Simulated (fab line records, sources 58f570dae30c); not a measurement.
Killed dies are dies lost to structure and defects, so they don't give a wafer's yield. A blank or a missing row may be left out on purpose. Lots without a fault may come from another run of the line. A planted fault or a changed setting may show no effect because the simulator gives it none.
fab line records | flow berkeley_cmos170
record lots=5 wafers=15 last_day=14
route steps=331 shown CONTACT@221 M1@238 V1@254
lots that met no fault: from a run of the same line without faults
start_h: hours from the record's first day to the start of the lot's first wafer shown | wait_h: hours since the lot's step before | " the same as in the row above | L1.1+2: a row that stands for several wafers | - no value, or no start given | * or withheld: withheld | < > ~ a bound
route shown NAME@n: a module of which the file shows steps, and the number in the route of the first | usual: mean/standard deviation of fault-free wafers | same: alike in all rows | chamber/n: place in a boat | sites: the reading at each site | _std_site: their standard deviation | _edge_site: outer sites' mean less inner sites' | radius_mm: how far each site lies from the wafer's centre | mask NAME#n: copy n | behind: the tool/chamber that last shaped the wafer | hold: why the lot was held/for how many hours/how that ended | device: the transistor (n, p or np) that didn't switch | end of line: the same wafers' tests at the end of the route | a step without rows: its recipe alone | killed: dies lost to structure and defects at the first sort, not the wafer's yield | map: a wafer's dies, x killed, . not, _ none there
set.NAME: the setting as run; set.NAME@STEP: as run at that earlier step | model.NAME: the simulator's own value behind a step, which no gauge read
lots at some steps of the route; a table a step, a row a wafer
services: from which hour (start_h, from the record's first day; less than 0 if before it) a tool's chamber was out of use, for how many hours, and why
## steps
# step UCB170_CONTACT_SOFTBAKE_05
# recipe resist=KrF temp_c=130 time_s=60
# same time_s=60
# columns lot.wafer tool chamber start_h wait_h
L075.1+4+6 litho_track-02 0 180.28 0.1
L081.1+4+5 litho_track-02 0 208.62 0.1
L082.2+3+4 litho_track-01 0 208.85 0.1
L087.1+4+6 litho_track-02 0 244.51 0.1
L096.1+2+4 litho_track-02 0 307.68 0.1
# step UCB170_CONTACT_STRIP_06
# recipe chemistry=O2 power_w=400 pressure_mtorr=3500 platen_temp_c=withheld o2_flow_sccm=400 overash_fraction=0.5
# usual drypump_motor_current_A=5.5/0.46 oes_product_au=0.735/0.0048 strip_time_to_endpoint_s=21.97/0.094
# columns lot.wafer tool chamber start_h wait_h drypump_motor_current_A oes_product_au rf_hours_counter_h strip_time_to_endpoint_s
L075.1 plasma_asher-02 0 180.43 0.1 5.3 0.737 39 22.07
L075.4 " 0 " " 5.3 0.729 - 22.09
L075.6 " 0 " " 5.3 0.737 - 22.02
L081.1 plasma_asher-01 0 208.77 0.1 5.1 0.732 11 22.13
L081.4 " 0 " " 5.1 0.732 - 22.13
L081.5 " 1 " " 5.7 0.735 - 22.10
L082.2 plasma_asher-02 0 208.97 0.1 5.3 0.738 43 21.84
L082.3 " 0 " " 5.4 0.741 - 21.81
L082.4 " 1 " " 5.2 0.736 - 21.84
L087.1 plasma_asher-01 1 244.66 0.1 5.7 0.730 15 22.01
L087.4 " 1 " " 5.7 0.732 - 22.08
L087.6 " 0 " " 5.2 0.734 - 22.10
L096.1 plasma_asher-03 0 307.83 0.1 6.5 0.735 65 21.89
L096.2 " 1 " " 5.3 0.738 65 21.88
L096.4 " 1 " " 5.3 0.732 - 21.86
# step UCB170_CONTACT_CLEAN_07
# recipe chemistry=SPM temp_c=120 time_s=600
# same time_s=600
# columns lot.wafer tool chamber start_h wait_h
L075.1+4+6 wet_bench-03 1 180.68 0.2
L081.1+4+5 wet_bench-03 3 208.87 0.1
L082.2+3+4 wet_bench-03 2 209.24 0.2
L087.1+4+6 wet_bench-04 3 244.76 0.1
L096.1+2+4 wet_bench-04 0 307.93 0.1
# step UCB170_CONTACT_RTA_08
# recipe temp_c=900 time_s=10 ambient=N2
# usual lamp_power_pct=24/3.1 wafer_temp_C_max=904.1/1.5
# same time_s=10
# columns lot.wafer tool chamber start_h wait_h lamp_power_pct wafer_temp_C_max
L075.1 rtp_anneal-02 0 180.85 0.0 21 904.0
L075.4 " 0 " " 21 904.6
L075.6 " 0 " " 21 903.3
L081.1 rtp_anneal-01 0 209.05 0.0 27 906.4
L081.4 " 0 " " 27 904.7
L081.5 " 0 " " 27 904.0
L082.2 rtp_anneal-02 0 209.43 0.0 21 903.3
L082.3 " 0 " " 21 903.0
L082.4 " 0 " " 21 902.4
L087.1 rtp_anneal-02 0 244.96 0.0 21 902.6
L087.4 " 0 " " 21 903.6
L087.6 " 0 " " 21 902.1
L096.1 rtp_anneal-02 0 308.10 0.0 21 901.9
L096.2 " 0 " " 21 903.4
L096.4 " 0 " " 21 902.4
# step UCB170_CONTACT_COAT_09
# recipe resist=BARC temp_c=withheld time_s=withheld spin_rpm=3000 resist_thk_nm=withheld
# columns lot.wafer tool chamber start_h wait_h
L075.1+4+6 litho_track-02 0 180.98 0.1
L081.1+4+5 litho_track-01 0 209.12 0.1
L082.2+3+4 litho_track-01 0 209.59 0.2
L087.1+4+6 litho_track-04 0 245.03 0.1
L096.1+2+4 litho_track-01 0 308.25 0.1
# step UCB170_CONTACT_COAT_10
# recipe resist=KrF spin_rpm=1500 resist_thk_nm=900
# columns lot.wafer tool chamber start_h wait_h
L075.1+4+6 litho_track-02 0 - -
L081.1+4+5 litho_track-01 0 - -
L082.2+3+4 litho_track-01 0 - -
L087.1+4+6 litho_track-04 0 - -
L096.1+2+4 litho_track-01 0 - -
# step UCB170_CONTACT_SOFTBAKE_11
# recipe resist=KrF temp_c=130 time_s=60
# same time_s=60
# columns lot.wafer tool chamber start_h wait_h
L075.1+4+6 litho_track-02 0 - -
L081.1+4+5 litho_track-01 0 - -
L082.2+3+4 litho_track-01 0 - -
L087.1+4+6 litho_track-04 0 - -
L096.1+2+4 litho_track-01 0 - -
# step UCB170_CONTACT_EXPOSE_12
# recipe mask_id=CONT target_cd_nm=700 na=0.5 sigma_outer=0.6 source_shape=conventional dose_mj=35
# columns lot.wafer tool chamber start_h wait_h mask
L075.1+4+6 krf_scanner-02 0 181.55 - CONT#0
L081.1+4+5 krf_scanner-02 0 209.69 - CONT#0
L082.2+3+4 krf_scanner-02 0 210.04 - CONT#0
L087.1+4+6 krf_scanner-01 0 245.61 - CONT#0
L096.1+2+4 krf_scanner-01 0 308.82 - CONT#0
# step UCB170_CONTACT_PEB_13
# recipe peb_temp_c=130.5 peb_time_s=withheld resist=KrF
# columns lot.wafer tool chamber start_h wait_h
L075.1+4+6 litho_track-04 0 181.76 0.2
L081.1+4+5 litho_track-02 0 209.81 0.1
L082.2+3+4 litho_track-02 0 210.38 0.3
L087.1+4+6 litho_track-04 0 245.93 0.3
L096.1+2+4 litho_track-01 0 309.15 0.3
# step UCB170_CONTACT_DEVELOP_14
# recipe developer=TMAH develop_time_s=45 resist=KrF dev_temp_c=21
# columns lot.wafer tool chamber start_h wait_h
L075.1+4+6 litho_track-04 0 - -
L081.1+4+5 litho_track-02 0 - -
L082.2+3+4 litho_track-02 0 - -
L087.1+4+6 litho_track-04 0 - -
L096.1+2+4 litho_track-01 0 - -
# step UCB170_CONTACT_CD_MEAS_15
# recipe target_cd_nm=700
# usual cd_nm=699.7/1.4
# columns lot.wafer tool chamber start_h wait_h cd_nm
L075.1 cd_sem-02 - 182.04 - 699.0
L075.4 " - " " 696.9
L075.6 " - " " 700.1
L081.1 cd_sem-02 - 210.08 - 700.4
L081.4 " - " " 700.5
L081.5 " - " " 701.0
L082.2 cd_sem-02 - 210.65 - 699.8
L082.3 " - " " 698.1
L082.4 " - " " 699.2
L087.1 cd_sem-01 - 246.21 - 703.9
L087.4 " - " " 701.6
L087.6 " - " " 702.0
L096.1 cd_sem-01 - 309.42 - 698.3
L096.2 " - " " 700.6
L096.4 " - " " 699.0
# step UCB170_CONTACT_OVL_MEAS_16
# usual CONTACT_OVL=-1/5.7
# columns lot.wafer tool chamber start_h wait_h CONTACT_OVL[nm]
L075.1 overlay-02 - 182.16 0.1 5
L075.4 " - " " 1
L075.6 " - " " 2
L081.1 overlay-02 - 210.20 0.1 3
L081.4 " - " " 0
L081.5 " - " " 3
L082.2 overlay-01 - 210.76 0.1 -7
L082.3 " - " " -3
L082.4 " - " " -3
L087.1 overlay-01 - 246.33 0.1 -2
L087.4 " - " " -3
L087.6 " - " " -1
L096.1 overlay-02 - 309.54 0.1 10
L096.2 " - " " -3
L096.4 " - " " 0
# step UCB170_CONTACT_ETCH_17
# recipe chemistry=N2/H2 target_depth_a=withheld overetch_a=withheld target=BARC time_s=withheld source_w=500 bias_w=100 pressure_mtorr=30 n2_flow_sccm=100 h2_flow_sccm=200
# usual drypump_motor_current_A=6.0/0.36 oes_product_au=0.997/0.014 rf_fwd_power_W=495.5/2.7 throttle_valve_pct=13.31/0.17
# columns lot.wafer tool chamber start_h wait_h drypump_motor_current_A oes_product_au rf_fwd_power_W throttle_valve_pct
L075.1 rie_diel-02 1 182.20 0.0 5.3 1.019 494.9 13.36
L075.4 " 0 " " 6.6 0.989 494.4 13.45
L075.6 " 2 " " 5.8 0.996 491.8 13.30
L081.1 rie_diel-03 0 210.24 0.0 5.9 1.016 498.2 13.50
L081.4 " 2 " " 5.9 1.001 497.4 13.30
L081.5 " 3 " " 6.0 1.007 496.8 13.33
L082.2 rie_diel-02 1 210.79 0.0 5.3 1.028 494.8 13.34
L082.3 " 2 " " 5.9 0.990 494.0 13.32
L082.4 " 2 " " 5.9 0.989 491.0 13.30
L087.1 rie_diel-02 1 246.36 0.0 5.3 1.016 495.2 13.35
L087.4 " 2 " " 5.9 0.991 489.3 13.30
L087.6 " 1 " " 5.3 1.020 499.2 13.36
L096.1 rie_diel-03 2 309.58 0.0 5.8 0.994 496.7 13.30
L096.2 " 0 " " 5.9 1.005 494.2 13.49
L096.4 " 3 " " 5.9 1.014 497.8 13.33
# step UCB170_CONTACT_ETCH_18
# recipe chemistry=CHF3/CF4/Ar target=PSG stop_on=TiSi2 CHF3_flow_sccm=45 cf4_flow_sccm=15 Ar_flow_sccm=150 pressure_mtorr=200 rf_w=700 target_depth_a=8400 over_etch_frac=0.2 time_s=195
# usual drypump_motor_current_A=6.0/0.35 oes_product_au=0.895/0.0093 rf_fwd_power_W=697.7/2.3 throttle_valve_pct=6.92/0.11
# same time_s=195
# columns lot.wafer tool chamber start_h wait_h drypump_motor_current_A oes_product_au rf_fwd_power_W rf_hours_counter_h throttle_valve_pct
L075.1 rie_diel-02 1 - - 5.3 0.910 693.7 16 6.90
L075.4 " 0 " " 6.6 0.902 700.0 8 6.99
L075.6 " 3 " " 6.0 0.908 698.8 - 7.02
L081.1 rie_diel-03 0 - - 5.9 0.918 702.3 142 7.05
L081.4 " 2 " " 5.8 0.901 697.1 85 6.94
L081.5 " 3 " " 5.9 0.898 699.4 - 6.92
L082.2 rie_diel-02 1 - - 5.3 0.912 697.8 17 6.90
L082.3 " 2 " " 5.8 0.897 695.8 61 6.89
L082.4 " 2 " " 5.8 0.894 695.2 - 6.90
L087.1 rie_diel-02 1 - - 5.3 0.909 696.5 19 6.89
L087.4 " 2 " " 5.9 0.893 699.2 63 6.89
L087.6 " 1 " " 5.3 0.908 698.0 - 6.89
L096.1 rie_diel-03 2 - - 5.9 0.895 693.0 88 6.95
L096.2 " 0 " " 5.9 0.902 699.4 2 7.07
L096.4 " 3 " " 5.9 0.896 697.8 - 6.92
# step UCB170_CONTACT_STRIP_19
# recipe chemistry=O2 power_w=400 pressure_mtorr=3500 platen_temp_c=withheld o2_flow_sccm=400 overash_fraction=0.5
# usual drypump_motor_current_A=5.6/0.51 oes_product_au=0.725/0.0043
# columns lot.wafer tool chamber start_h wait_h drypump_motor_current_A oes_product_au rf_hours_counter_h
L075.1 plasma_asher-02 1 182.36 - 5.2 0.726 40
L075.4 " 1 " " 5.2 0.721 -
L075.6 " 0 " " 5.3 0.719 -
L081.1 plasma_asher-03 0 210.41 - 6.5 0.721 52
L081.4 " 1 " " 5.3 0.717 -
L081.5 " 1 " " 5.3 0.721 -
L082.2 plasma_asher-02 0 210.96 - 5.3 0.726 44
L082.3 " 0 " " 5.3 0.723 -
L082.4 " 1 " " 5.2 0.724 -
L087.1 plasma_asher-01 0 246.53 - 5.2 0.725 15
L087.4 " 0 " " 5.2 0.720 -
L087.6 " 1 " " 5.7 0.724 -
L096.1 plasma_asher-03 1 309.74 - 5.3 0.731 65
L096.2 " 0 " " 6.5 0.727 65
L096.4 " 1 " " 5.3 0.731 -
# step UCB170_CONTACT_CD_MEAS_90
# recipe target_cd_nm=700
# usual cd_nm=699.8/1.5
# columns lot.wafer tool chamber start_h wait_h cd_nm
L075.1 cd_sem-02 - 182.46 0.1 699.9
L075.4 " - " " 695.9
L075.6 " - " " 700.8
L081.1 cd_sem-01 - 210.51 0.1 701.0
L081.4 " - " " 700.7
L081.5 " - " " 700.8
L082.2 cd_sem-01 - 211.08 0.1 700.5
L082.3 " - " " 698.4
L082.4 " - " " 700.9
L087.1 cd_sem-01 - 246.63 0.1 704.3
L087.4 " - " " 702.0
L087.6 " - " " 702.9
L096.1 cd_sem-01 - 309.84 0.1 698.8
L096.2 " - " " 701.0
L096.4 " - " " 699.3
# step UCB170_CONTACT_CLEAN_20
# recipe chemistry=SPM temp_c=120 time_s=600
# same time_s=600
# columns lot.wafer tool chamber start_h wait_h
L075.1+4+6 wet_bench-03 3 182.63 0.1
L081.1+4+5 wet_bench-01 3 210.63 0.1
L082.2+3+4 wet_bench-01 1 211.18 0.1
L087.1+4+6 wet_bench-04 2 246.75 0.1
L096.1+2+4 wet_bench-04 3 310.14 0.3
# step UCB170_M1_SPUTTER_00
# recipe material=Al target_thk_nm=600 time_s=80 power_w=6200 chamber_pressure_pa=0.5
# usual throttle_valve_pct=29.8/0.68
# same time_s=80
# columns lot.wafer tool chamber start_h wait_h throttle_valve_pct
L075.1 pvd_sputter-01 - 182.81 0.0 29.9
L075.4 " - " " 30.3
L075.6 " - " " 30.7
L081.1 pvd_sputter-01 - 210.80 0.0 29.8
L081.4 " - " " 30.8
L081.5 " - " " 29.4
L082.2 pvd_sputter-04 - 211.37 0.0 29.1
L082.3 " - " " 28.7
L082.4 " - " " 29.6
L087.1 pvd_sputter-04 - 246.94 0.0 28.7
L087.4 " - " " 29.5
L087.6 " - " " 30.4
L096.1 pvd_sputter-02 - 310.32 0.0 29.4
L096.2 " - " " 30.1
L096.4 " - " " 30.9
# step UCB170_M1_RS_MEAS_01
# recipe thk_meas_gauge=four-point-probe reads=Al_of_M1_SPUTTER_00
# usual M1_AL_RS=0.0471/0.00039
# columns lot.wafer tool chamber start_h wait_h M1_AL_RS[ohm/sq]
L075.1 film_metro-04 - 182.87 0.0 0.0462
L075.4 " - " " 0.0468
L075.6 " - " " 0.0463
L081.1 film_metro-02 - 210.86 0.0 0.0471
L081.4 " - " " 0.0471
L081.5 " - " " 0.0472
L082.2 film_metro-04 - 211.45 0.1 0.0474
L082.3 " - " " 0.0474
L082.4 " - " " 0.0473
L087.1 film_metro-01 - 247.00 0.0 0.0472
L087.4 " - " " 0.0468
L087.6 " - " " 0.0469
L096.1 film_metro-02 - 310.38 0.0 0.0473
L096.2 " - " " 0.0468
L096.4 " - " " 0.0474
# step UCB170_M1_THK_MEAS_02
# recipe thk_meas_gauge=xrf reads=Al_of_M1_SPUTTER_00
# usual M1_AL_THK=620/6.4
# columns lot.wafer tool chamber start_h wait_h M1_AL_THK[nm]
L075.1 film_metro-04 - 182.99 0.1 634
L075.4 " - " " 626
L075.6 " - " " 630
L081.1 film_metro-02 - 210.98 0.1 614
L081.4 " - " " 617
L081.5 " - " " 618
L082.2 film_metro-04 - 211.56 0.1 613
L082.3 " - " " 616
L082.4 " - " " 617
L087.1 film_metro-01 - 247.12 0.1 620
L087.4 " - " " 629
L087.6 " - " " 626
L096.1 film_metro-02 - 310.50 0.1 613
L096.2 " - " " 618
L096.4 " - " " 611
# step UCB170_M1_COAT_03
# recipe resist=BARC temp_c=withheld time_s=withheld spin_rpm=3000 resist_thk_nm=withheld
# columns lot.wafer tool chamber start_h wait_h
L075.1+4+6 litho_track-03 0 183.10 0.1
L081.1+4+5 litho_track-02 0 211.04 0.1
L082.2+3+4 litho_track-02 0 211.63 0.1
L087.1+4+6 litho_track-03 0 247.42 0.3
L096.1+2+4 litho_track-02 0 310.56 0.1
# step UCB170_M1_COAT_04
# recipe resist=KrF spin_rpm=1500 resist_thk_nm=900
# columns lot.wafer tool chamber start_h wait_h
L075.1+4+6 litho_track-03 0 - -
L081.1+4+5 litho_track-02 0 - -
L082.2+3+4 litho_track-02 0 - -
L087.1+4+6 litho_track-03 0 - -
L096.1+2+4 litho_track-02 0 - -
# step UCB170_M1_SOFTBAKE_05
# recipe resist=KrF temp_c=130 time_s=60
# same time_s=60
# columns lot.wafer tool chamber start_h wait_h
L075.1+4+6 litho_track-03 0 - -
L081.1+4+5 litho_track-02 0 - -
L082.2+3+4 litho_track-02 0 - -
L087.1+4+6 litho_track-03 0 - -
L096.1+2+4 litho_track-02 0 - -
# step UCB170_M1_EXPOSE_06
# recipe mask_id=METAL1 target_cd_nm=700 na=0.5 sigma_outer=0.6 source_shape=conventional dose_mj=21
# columns lot.wafer tool chamber start_h wait_h mask
L075.1+4+6 krf_scanner-02 0 183.55 - METAL1#0
L081.1+4+5 krf_scanner-01 0 211.62 - METAL1#0
L082.2+3+4 krf_scanner-01 0 212.08 - METAL1#0
L087.1+4+6 krf_scanner-01 0 248.07 - METAL1#0
L096.1+2+4 krf_scanner-02 0 311.01 - METAL1#0
# step UCB170_M1_PEB_07
# recipe peb_temp_c=130 peb_time_s=withheld resist=KrF
# columns lot.wafer tool chamber start_h wait_h
L075.1+4+6 litho_track-02 0 183.94 0.4
L081.1+4+5 litho_track-01 0 211.73 0.1
L082.2+3+4 litho_track-03 0 212.20 0.1
L087.1+4+6 litho_track-03 0 248.32 0.2
L096.1+2+4 litho_track-02 0 311.12 0.1
# step UCB170_M1_DEVELOP_08
# recipe developer=TMAH develop_time_s=45 resist=KrF dev_temp_c=21
# columns lot.wafer tool chamber start_h wait_h
L075.1+4+6 litho_track-02 0 - -
L081.1+4+5 litho_track-01 0 - -
L082.2+3+4 litho_track-03 0 - -
L087.1+4+6 litho_track-03 0 - -
L096.1+2+4 litho_track-02 0 - -
# step UCB170_M1_CD_MEAS_09
# recipe target_cd_nm=700
# usual cd_nm=699.9/1.2
# columns lot.wafer tool chamber start_h wait_h cd_nm
L075.1 cd_sem-02 - 184.22 - 699.9
L075.4 " - " " 700.4
L075.6 " - " " 699.3
L081.1 cd_sem-02 - 212.01 - 699.2
L081.4 " - " " 699.8
L081.5 " - " " 699.6
L082.2 cd_sem-02 - 212.47 - 700.5
L082.3 " - " " 699.6
L082.4 " - " " 700.5
L087.1 cd_sem-02 - 248.59 - 698.6
L087.4 " - " " 697.9
L087.6 " - " " 699.1
L096.1 cd_sem-02 - 311.40 - 699.9
L096.2 " - " " 699.9
L096.4 " - " " 700.9
# step UCB170_M1_OVL_MEAS_10
# usual M1_OVL=1/5
# columns lot.wafer tool chamber start_h wait_h M1_OVL[nm]
L075.1 overlay-02 - 184.34 0.1 -9
L075.4 " - " " -6
L075.6 " - " " -11
L081.1 overlay-01 - 212.13 0.1 1
L081.4 " - " " -5
L081.5 " - " " 8
L082.2 overlay-02 - 212.58 0.1 5
L082.3 " - " " 5
L082.4 " - " " 2
L087.1 overlay-02 - 248.71 0.1 8
L087.4 " - " " 5
L087.6 " - " " 8
L096.1 overlay-01 - 311.52 0.1 -3
L096.2 " - " " 3
L096.4 " - " " -7
# step UCB170_M1_ETCH_11
# recipe chemistry=N2/H2 target_depth_a=withheld overetch_a=withheld target=BARC time_s=withheld source_w=500 bias_w=100 pressure_mtorr=30 n2_flow_sccm=100 h2_flow_sccm=200
# usual drypump_motor_current_A=6.0/0.39 oes_product_au=0.999/0.015 rf_fwd_power_W=496.0/2.2 throttle_valve_pct=13.31/0.15
# columns lot.wafer tool chamber start_h wait_h drypump_motor_current_A oes_product_au rf_fwd_power_W throttle_valve_pct
L075.1 rie_diel-02 2 184.37 0.0 5.9 0.986 488.9 13.32
L075.4 " 2 " " 5.9 0.981 490.7 13.30
L075.6 " 0 " " 6.5 0.997 495.6 13.45
L081.1 rie_diel-02 2 212.16 0.0 5.9 1.000 489.3 13.32
L081.4 " 0 " " 6.6 1.007 494.3 13.45
L081.5 " 2 " " 5.9 0.990 487.9 13.31
L082.2 rie_diel-03 0 212.61 0.0 5.9 1.024 495.8 13.49
L082.3 " 3 " " 5.9 1.008 498.0 13.31
L082.4 " 2 " " 5.8 0.992 496.3 13.31
L087.1 rie_diel-03 3 248.75 0.0 5.9 1.009 498.7 13.32
L087.4 " 3 " " 5.9 1.014 496.8 13.33
L087.6 " 3 " " 5.9 1.003 500.0 13.33
L096.1 rie_diel-02 2 311.55 0.0 5.9 0.986 492.4 13.31
L096.2 " 1 " " 5.3 1.016 497.2 13.36
L096.4 " 3 " " 5.9 0.997 492.8 13.42
# step UCB170_M1_METAL_ETCH_12
# recipe chemistry=Cl2/BCl3 target=Al stop_on=PSG pressure_mtorr=12 target_depth_a=7800 over_etch_frac=0.3 time_s=130 icp_w=600 bias_w=120 Cl2_flow_sccm=90 bcl3_flow_sccm=45
# usual drypump_motor_current_A=5.8/0.3 oes_product_au=0.864/0.01 rf_fwd_power_W=596.7/2.2 throttle_valve_pct=24.43/0.14
# same time_s=130
# columns lot.wafer tool chamber start_h wait_h drypump_motor_current_A oes_product_au rf_fwd_power_W rf_hours_counter_h throttle_valve_pct
L075.1 rie_metal-04 1 184.41 - 6.1 0.876 596.8 4.8 24.45
L075.4 " 1 " " 6.0 0.868 597.7 - 24.42
L075.6 " 1 " " 6.1 0.882 598.6 - 24.47
L081.1 rie_metal-03 0 212.21 - 5.9 0.872 598.4 10.1 24.30
L081.4 " 0 " " 5.9 0.874 598.5 - 24.31
L081.5 " 1 " " 6.3 0.861 598.3 - 24.47
L082.2 rie_metal-04 0 212.65 - 5.5 0.860 593.9 4.5 24.48
L082.3 " 0 " " 5.5 0.858 593.6 - 24.51
L082.4 " 1 " " 6.1 0.871 596.4 - 24.44
L087.1 rie_metal-04 0 248.81 - 5.5 0.863 595.7 5.2 24.51
L087.4 " 0 " " 5.5 0.859 596.9 - 24.51
L087.6 " 0 " " 5.5 0.866 597.2 - 24.50
L096.1 rie_metal-03 1 311.60 - 6.2 0.854 598.0 5.2 24.48
L096.2 " 0 " " 5.9 0.878 599.0 12.3 24.30
L096.4 " 1 " " 6.3 0.865 596.2 - 24.47
# step UCB170_M1_STRIP_13
# recipe chemistry=O2 power_w=400 pressure_mtorr=3500 platen_temp_c=withheld o2_flow_sccm=400 overash_fraction=0.5
# usual drypump_motor_current_A=5.6/0.52 oes_product_au=0.720/0.0047
# columns lot.wafer tool chamber start_h wait_h drypump_motor_current_A oes_product_au rf_hours_counter_h
L075.1 plasma_asher-03 1 184.55 0.1 5.3 0.720 49
L075.4 " 0 " " 6.4 0.723 -
L075.6 " 1 " " 5.3 0.719 -
L081.1 plasma_asher-03 0 212.34 0.1 6.5 0.724 53
L081.4 " 0 " " 6.5 0.717 -
L081.5 " 1 " " 5.3 0.722 -
L082.2 plasma_asher-02 1 212.78 0.1 5.2 0.718 44
L082.3 " 1 " " 5.2 0.715 -
L082.4 " 0 " " 5.3 0.719 -
L087.1 plasma_asher-02 1 248.95 0.1 5.2 0.711 48
L087.4 " 1 " " 5.2 0.721 -
L087.6 " 1 " " 5.2 0.724 -
L096.1 plasma_asher-03 1 311.73 0.1 5.3 0.720 66
L096.2 " 0 " " 6.5 0.714 66
L096.4 " 1 " " 5.3 0.717 -
# step UCB170_M1_CD_MEAS_90
# recipe target_cd_nm=700
# usual cd_nm=699.9/1.9
# columns lot.wafer tool chamber start_h wait_h cd_nm
L075.1 cd_sem-02 - 184.65 0.1 699.7
L075.4 " - " " 699.2
L075.6 " - " " 700.0
L081.1 cd_sem-01 - 212.44 0.1 699.9
L081.4 " - " " 699.8
L081.5 " - " " 701.1
L082.2 cd_sem-01 - 212.90 0.1 700.9
L082.3 " - " " 701.0
L082.4 " - " " 700.0
L087.1 cd_sem-01 - 249.05 0.1 697.4
L087.4 " - " " 696.7
L087.6 " - " " 699.0
L096.1 cd_sem-02 - 311.83 0.1 700.2
L096.2 " - " " 700.6
L096.4 " - " " 701.7
# step UCB170_M1_ANNEAL_14
# recipe temp_c=400 time_s=1200 ambient=forming_gas
# usual spike_tc_centre_C=401.5/1 spike_tc_source_C=415.2/1.1
# same time_s=1200
# columns lot.wafer tool chamber start_h wait_h spike_tc_centre_C spike_tc_source_C
L075.1 furnace-03 0 184.77 0.1 401.7 417.4
L075.4 " 0 " " 401.8 413.7
L075.6 " 0 " " 400.4 416.4
L081.1 furnace-03 0 212.56 0.1 400.1 416.2
L081.4 " 0 " " 400.6 413.6
L081.5 " 0 " " 401.0 416.1
L082.2 furnace-03 0 213.89 1.0 402.3 414.0
L082.3 " 0 " " 401.4 414.1
L082.4 " 0 " " 402.8 415.6
L087.1 furnace-03 0 249.17 0.1 401.7 415.0
L087.4 " 0 " " 401.5 414.1
L087.6 " 0 " " 400.8 414.1
L096.1 furnace-03 0 312.93 1.1 404.4 414.3
L096.2 " 0 " " 402.4 413.4
L096.4 " 0 " " 401.4 414.2
# step UCB170_V1_CVD_00
# recipe material=SiO2 target_thk_nm=2000 temp_c=390 precursor=TEOS/O2 time_s=250 rf_w=550 pressure_mtorr=9000
# usual heater_power_w=264/58 rf_fwd_power_W=548.5/1.8 susceptor_temp_C=389.99/0.2
# same time_s=250
# columns lot.wafer tool chamber start_h wait_h heater_power_w rf_fwd_power_W susceptor_temp_C
L075.1 pecvd-04 1 186.10 0.0 314 548.8 390.27
L075.4 " 0 " " 205 547.8 389.91
L075.6 " 2 " " 289 548.0 390.07
L081.1 pecvd-01 1 213.89 0.0 280 547.4 389.64
L081.4 " 1 " " 231 545.8 389.87
L081.5 " 2 " " 289 549.2 389.72
L082.2 pecvd-04 1 215.23 0.0 255 553.2 389.98
L082.3 " 2 " " 335 545.8 390.12
L082.4 " 2 " " 286 547.2 389.96
L087.1 pecvd-04 2 250.50 0.0 321 547.7 390.04
L087.4 " 2 " " 391 547.7 389.68
L087.6 " 0 " " 285 546.5 390.29
L096.1 pecvd-02 1 314.27 0.0 234 547.6 390.11
L096.2 " 0 " " 265 550.7 390.07
L096.4 " 1 " " 184 546.0 389.99
# step UCB170_V1_THK_MEAS_01
# recipe reads=SiO2_of_V1_CVD_00
# usual V1_TEOS_THK=2003/24
# columns lot.wafer tool chamber start_h wait_h V1_TEOS_THK[nm]
L075.1 film_metro-03 - 186.26 0.1 2031
L075.4 " - " " 2035
L075.6 " - " " 2046
L081.1 film_metro-02 - 214.05 0.1 1974
L081.4 " - " " 2038
L081.5 " - " " 2012
L082.2 film_metro-02 - 215.39 0.1 1978
L082.3 " - " " 1958
L082.4 " - " " 1982
L087.1 film_metro-01 - 250.66 0.1 1979
L087.4 " - " " 2016
L087.6 " - " " 2006
L096.1 film_metro-02 - 314.42 0.1 1997
L096.2 " - " " 1993
L096.4 " - " " 2032
# step UCB170_V1_CMP_02
# recipe material=SiO2 down_force_psi=6 platen_rpm=60 pad_velocity_m_s=0.75398
# usual motor_current_A=15.5/1.6 platen_rpm=60.00/0.043 retaining_ring_pressure_frac=1.000/0.0048 slurry_filter_dp_kPa=13.50/0.15 slurry_flow_ml_min=149.9/0.46
# columns lot.wafer tool chamber start_h wait_h motor_current_A platen_rpm retaining_ring_pressure_frac slurry_filter_dp_kPa slurry_flow_ml_min
L075.1 cmp-01 2 186.32 0.1 14.5 59.93 0.995 13.34 150.2
L075.4 " 3 " " 15.6 59.98 0.994 13.68 149.6
L075.6 " 3 " " 15.4 60.07 0.993 13.44 150.1
L081.4 cmp-01 3 214.11 0.0 15.4 59.97 0.997 13.43 149.6
L081.1 " 1 " " 16.9 60.07 1.000 13.60 150.0
L081.5 " 3 " " 15.5 59.95 0.996 13.49 150.0
L082.3 cmp-02 2 215.44 0.0 13.2 59.97 1.003 13.64 149.4
L082.4 " 3 " " 13.9 59.94 1.004 13.50 150.2
L082.2 " 0 " " 16.6 60.00 1.002 13.47 150.2
L087.4 cmp-02 3 250.72 0.0 15.5 60.01 0.998 13.44 150.1
L087.1 " 1 " " 17.7 60.06 1.002 13.31 150.3
L087.6 " 3 " " 15.0 59.95 0.997 13.41 150.3
L096.4 cmp-02 3 314.48 0.0 13.8 60.01 1.000 13.64 149.0
L096.1 " 1 " " 18.0 60.02 0.998 13.48 149.4
L096.2 " 2 " " 13.4 60.07 1.014 13.53 150.7
# step UCB170_V1_BOW_MEAS_03
# recipe mode=bow
# usual V1_BOW=19/6.6
# columns lot.wafer tool chamber start_h wait_h V1_BOW[um]
L075.1 film_metro-02 - 186.62 0.2 24
L075.4 " - " " 13
L075.6 " - " " 20
L081.1 film_metro-03 - 214.41 0.1 17
L081.4 " - " " 24
L081.5 " - " " 13
L082.2 film_metro-01 - 215.76 0.2 19
L082.3 " - " " 7
L082.4 " - " " 16
L087.1 film_metro-02 - 251.02 0.1 17
L087.4 " - " " 17
L087.6 " - " " 18
L096.1 film_metro-03 - 314.78 0.1 22
L096.2 " - " " 22
L096.4 " - " " 15
## services
# columns tool chamber start_h hours kind
krf_scanner-01 - 157.21 1.0 pm
rie_diel-03 2 160.01 15.2 repair
cmp-02 - 164.86 3.7 repair
cmp-02 - 168.53 18.2 pm
krf_scanner-01 - 168.66 1.3 pm
plasma_asher-03 - 177.36 1.8 repair
krf_scanner-02 - 189.34 3.6 pm
krf_scanner-02 - 192.90 1.3 pm
rie_diel-02 3 193.85 19.5 repair
rie_diel-02 - 196.09 0.3 repair
rie_diel-03 0 198.94 6.6 repair
rie_diel-02 0 221.75 6.7 repair
rie_diel-03 - 224.90 4.3 pm
rie_diel-03 2 230.11 20.8 repair
cmp-02 - 232.00 4.0 pm
krf_scanner-02 - 247.64 3.0 repair
plasma_asher-03 - 258.62 0.9 repair
pecvd-04 - 275.28 1.6 repair
krf_scanner-02 - 277.02 4.0 pm
rie_diel-02 2 282.86 2.8 repair
furnace-03 - 285.69 1.3 repair
pecvd-04 2 292.98 5.1 repair
krf_scanner-02 - 296.58 1.0 pm
krf_scanner-02 - 304.37 0.8 pm
## key
fault none
